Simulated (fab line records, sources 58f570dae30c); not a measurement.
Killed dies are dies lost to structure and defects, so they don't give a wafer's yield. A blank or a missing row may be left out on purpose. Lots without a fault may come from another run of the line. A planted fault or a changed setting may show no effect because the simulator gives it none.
Which tool did it? | flow berkeley_cmos170 | 14 lots, 42 wafers sampled, at 5 steps of a route of 331

WHAT THE GAUGES READ, wafer by wafer
UCB170_PLDD_OVL_MEAS_07.
lot  | measured     | on         | PLDD_OVL (nm)
L648 | day 6 05:59  | overlay-02 | 7 4 12
L649 | day 6 13:56  | overlay-01 | 3 -1 -6
L652 | day 7 04:09  | overlay-02 | 6 10 7
L650 | day 7 04:27  | overlay-02 | -1 4 -4
L653 | day 7 09:47  | overlay-01 | 7 0 3
L656 | day 8 02:26  | overlay-01 | 1 -6 0
L655 | day 8 02:29  | overlay-02 | 5 2 1
L660 | day 8 18:45  | overlay-02 | 5 3 3
L662 | day 9 03:07  | overlay-01 | -3 10 0
L664 | day 9 10:39  | overlay-01 | 5 -2 5
L667 | day 10 07:29 | overlay-02 | 3 -4 2
L668 | day 10 08:29 | overlay-01 | -1 -6 -2
L669 | day 10 11:08 | overlay-02 | 4 5 11
L670 | day 11 07:50 | overlay-01 | -8 4 -4

UCB170_NLDD_OVL_MEAS_07.
lot  | measured     | on         | NLDD_OVL (nm)
L648 | day 6 07:47  | overlay-01 | 3 6 0
L649 | day 6 15:49  | overlay-01 | -3 -4 -3
L652 | day 7 05:52  | overlay-02 | 2 -6 -9
L650 | day 7 09:30  | overlay-02 | -5 -3 3
L653 | day 7 11:45  | overlay-01 | 9 7 12
L656 | day 8 04:58  | overlay-02 | 1 -1 3
L655 | day 8 05:05  | overlay-01 | 4 4 9
L660 | day 8 21:00  | overlay-01 | 0 8 6
L662 | day 9 04:56  | overlay-01 | -1 5 4
L664 | day 9 13:46  | overlay-02 | 2 6 1
L667 | day 10 09:30 | overlay-01 | -1 -3 0
L668 | day 10 10:26 | overlay-01 | 6 5 -3
L669 | day 10 12:55 | overlay-02 | 12 6 3
L670 | day 11 09:49 | overlay-02 | 5 -1 5

UCB170_SDANNEAL_RS_MEAS_05: measures by four-point-probe.
lot  | measured     | on            | NLDD_RS (ohm/sq)
L648 | day 6 19:32  | film_metro-03 | 617.5 616.5 617.1
L649 | day 7 02:03  | film_metro-03 | 617.9 618.1 620.0
L652 | day 7 15:40  | film_metro-03 | 615.3 616.0 614.2
L650 | day 7 20:05  | film_metro-03 | 615.1 615.1 615.1
L653 | day 7 22:34  | film_metro-03 | 618.1 617.7 617.8
L656 | day 8 17:49  | film_metro-04 | 611.6 613.4 612.7
L655 | day 8 17:38  | film_metro-03 | 614.3 615.3 615.1
L660 | day 9 09:34  | film_metro-01 | 610.9 611.5 612.0
L662 | day 9 16:21  | film_metro-04 | 616.0 615.8 615.8
L664 | day 9 21:42  | film_metro-01 | 616.0 618.0 614.9
L667 | day 10 19:40 | film_metro-01 | 616.4 616.8 616.8
L668 | day 10 20:14 | film_metro-03 | 616.6 617.6 615.4
L669 | day 11 01:04 | film_metro-04 | 616.5 615.7 615.9
L670 | day 11 21:27 | film_metro-04 | 613.1 613.5 614.4

WHICH TOOL RAN EACH LOT (tool, then ch and the chambers of the sampled wafers, then the start)
lot  | UCB170_GATE_STRIP_16                 | UCB170_NLDD_IMPLANT_08
L648 | plasma_asher-01 ch 0,1, day 6 04:29  | implanter-01 ch 0, day 6 07:50
L649 | plasma_asher-04 ch 0,1, day 6 12:27  | implanter-02 ch 0, day 6 15:52
L652 | plasma_asher-04 ch 0,1, day 7 02:39  | implanter-04 ch 0, day 7 05:53
L650 | plasma_asher-01 ch 0,1, day 7 02:41  | implanter-01 ch 0, day 7 09:32
L653 | plasma_asher-02 ch 0,1, day 7 05:53  | implanter-01 ch 0, day 7 11:50
L656 | plasma_asher-01 ch 0,1, day 8 00:32  | implanter-04 ch 0, day 8 05:02
L655 | plasma_asher-04 ch 0,1, day 8 00:39  | implanter-01 ch 0, day 8 05:09
L660 | plasma_asher-01 ch 0,1, day 8 16:49  | implanter-04 ch 0, day 8 21:02
L662 | plasma_asher-01 ch 0,1, day 9 01:26  | implanter-01 ch 0, day 9 04:58
L664 | plasma_asher-02 ch 0,1, day 9 07:35  | implanter-02 ch 0, day 9 13:49
L667 | plasma_asher-04 ch 0,1, day 10 05:46 | implanter-02 ch 0, day 10 09:32
L668 | plasma_asher-01 ch 0,1, day 10 06:05 | implanter-02 ch 0, day 10 10:29
L669 | plasma_asher-01 ch 0,1, day 10 09:16 | implanter-02 ch 0, day 10 12:56
L670 | plasma_asher-01 ch 0,1, day 11 05:29 | implanter-02 ch 0, day 11 09:52
- UCB170_GATE_STRIP_16: strips in O2.
- UCB170_NLDD_IMPLANT_08

WHAT THE TOOLS THEMSELVES READ (means of the sampled wafers that have a number; where no wafer has one, the mark that the record gives instead)
UCB170_GATE_STRIP_16.
lot  | tool            | drypump_motor_current_A (A) | oes_product_au (a.u.)
L648 | plasma_asher-01 | 5.1                         | 0.724
L649 | plasma_asher-04 | 6.0                         | 0.729
L652 | plasma_asher-04 | 6.2                         | 0.723
L650 | plasma_asher-01 | 5.1                         | 0.723
L653 | plasma_asher-02 | 5.7                         | 0.724
L656 | plasma_asher-01 | 5.1                         | 0.726
L655 | plasma_asher-04 | 6.2                         | 0.721
L660 | plasma_asher-01 | 5.1                         | 0.730
L662 | plasma_asher-01 | 5.1                         | 0.723
L664 | plasma_asher-02 | 5.7                         | 0.722
L667 | plasma_asher-04 | 6.0                         | 0.724
L668 | plasma_asher-01 | 5.2                         | 0.731
L669 | plasma_asher-01 | 5.2                         | 0.725
L670 | plasma_asher-01 | 5.2                         | 0.728

UCB170_NLDD_IMPLANT_08.
lot  | tool         | beam_energy_keV | beam_on_s (s) | tilt_deg (degrees)
L648 | implanter-01 | 30.008          | 10.05         | 6.976
L649 | implanter-02 | 29.992          | 9.79          | 7.012
L652 | implanter-04 | 30.001          | 9.98          | 7.005
L650 | implanter-01 | 30.003          | 9.98          | 7.000
L653 | implanter-01 | 30.010          | 10.05         | 7.015
L656 | implanter-04 | 31.420          | 9.95          | 6.984
L655 | implanter-01 | 30.018          | 10.08         | 7.007
L660 | implanter-04 | 31.428          | 9.88          | 6.982
L662 | implanter-01 | 30.004          | 9.82          | 7.004
L664 | implanter-02 | 29.993          | 10.10         | 7.012
L667 | implanter-02 | 29.996          | 10.06         | 7.045
L668 | implanter-02 | 29.999          | 9.92          | 6.993
L669 | implanter-02 | 29.993          | 10.22         | 7.015
L670 | implanter-02 | 30.009          | 10.08         | 7.000

THE ANSWER, worked out from the rows above alone
Rule: what is usual is taken from the lots themselves. Put in order of their means at a reading, lots are off if they are a third of the lots or fewer, leave a main group of 4 or more, and stand apart from it by a gap of 3 or more times the standard deviation of the main group's means; of several such gaps the widest counts. A main group whose means are all the same, to the digits that the tables above print for the reading, isn't used. A lot without any number at a reading at which 4 lots or more have one is off too. The other lots that the step has rows for count as sound. The gauges are gone through in route order, then the tools' own readings, and for those a lot's mean is taken as printed above. The first step at which some lot is off is used, and at that step the reading that is off furthest; a lot without a number counts as furthest.
Off: L656, L660, at UCB170_NLDD_IMPLANT_08 (beam_energy_keV). The main group: mean 30.002, standard deviation 0.0077.
A tool fits if, at that step or a process step before it, it ran every lot that is off, and no sound lot after the first of them. One fits: implanter-04 at UCB170_NLDD_IMPLANT_08. Its last sound lot is L652 (day 7 05:53), its first lot that is off L656 (day 8 05:02): a fault that began between those two fits.
The tool's own readings at UCB170_NLDD_IMPLANT_08 bear it out: on the lots that are off they differ by more than 5 times the standard deviation of the sound lots' means. beam_energy_keV reads 31.424 there against 30.002 on the sound lots.

WHAT THE SIMULATOR HAD PUT IN
Process parameter drift: implanter-04, from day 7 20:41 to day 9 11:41, at UCB170_NLDD_IMPLANT_08. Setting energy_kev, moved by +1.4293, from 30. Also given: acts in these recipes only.
Lots struck among those shown: L656, L660. The rule above found the same.
